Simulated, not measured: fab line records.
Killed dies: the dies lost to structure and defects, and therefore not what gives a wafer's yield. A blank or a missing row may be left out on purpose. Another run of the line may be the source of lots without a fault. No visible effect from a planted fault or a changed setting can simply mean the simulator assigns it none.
Which tool did it? -- flow rit_cmos -- 21 wafers from 7 lots sampled at 2 of the route's 202 steps

WHAT EACH GAUGE READ, for each wafer
RIT_FOX2_THK_MEAS_01.
lot,measured,on,FOX2_OXIDE_THK (nm)
L723,day 2 06:00,film_metro-01,350 351 355
L727,day 3 03:47,film_metro-04,346 352 347
L729,day 3 11:41,film_metro-01,348 348 357
L731,day 3 23:21,film_metro-04,355 355 362
L733,day 4 08:22,film_metro-01,350 347 347
L735,day 4 16:37,film_metro-01,345 347 352
L739,day 5 21:10,film_metro-04,497 498 502

EACH LOT AND THE TOOL THAT RAN IT (in order: tool; ch and the chambers of the sampled wafers; start)
lot,RIT_FOX2_OXIDATION_00
L723,"furnace-04 ch 0, day 2 04:40"
L727,"furnace-04 ch 0, day 3 02:28"
L729,"furnace-04 ch 0, day 3 10:22"
L731,"furnace-04 ch 0, day 3 22:02"
L733,"furnace-03 ch 0, day 4 07:03"
L735,"furnace-03 ch 0, day 4 15:18"
L739,"furnace-03 ch 0, day 5 19:52"
- RIT_FOX2_OXIDATION_00: target thk 350.7 nm, ox time 1130 s.

THE ANSWER, worked out from the rows above alone
Rule: the usual values come from the lots themselves. Put in order of their means at a reading, lots are off if they are a third of the lots or fewer, leave a main group of 4 or more, and stand apart from it by a gap of 3 or more times the standard deviation of the main group's means; of several such gaps the widest counts. If all means in a main group match to the digits the tables above print for the reading, that group is not used. A lot without any number at a reading at which 4 lots or more have one is off too. All remaining lots with rows at the step are treated as sound.
Off: L739, seen at RIT_FOX2_THK_MEAS_01 (FOX2_OXIDE_THK). The main group has a mean of 351 nm with a standard deviation of 3.3.
If a tool, at a process step before that reading, ran all the lots that are off and no sound lot after the first of them, it fits. The gauges at RIT_FOX2_THK_MEAS_01 are tried like those tools. Undecided on this evidence; 2 tools fit (furnace-03 at RIT_FOX2_OXIDATION_00, film_metro-04 at RIT_FOX2_THK_MEAS_01).

WHAT THE SIMULATOR HAD PUT IN
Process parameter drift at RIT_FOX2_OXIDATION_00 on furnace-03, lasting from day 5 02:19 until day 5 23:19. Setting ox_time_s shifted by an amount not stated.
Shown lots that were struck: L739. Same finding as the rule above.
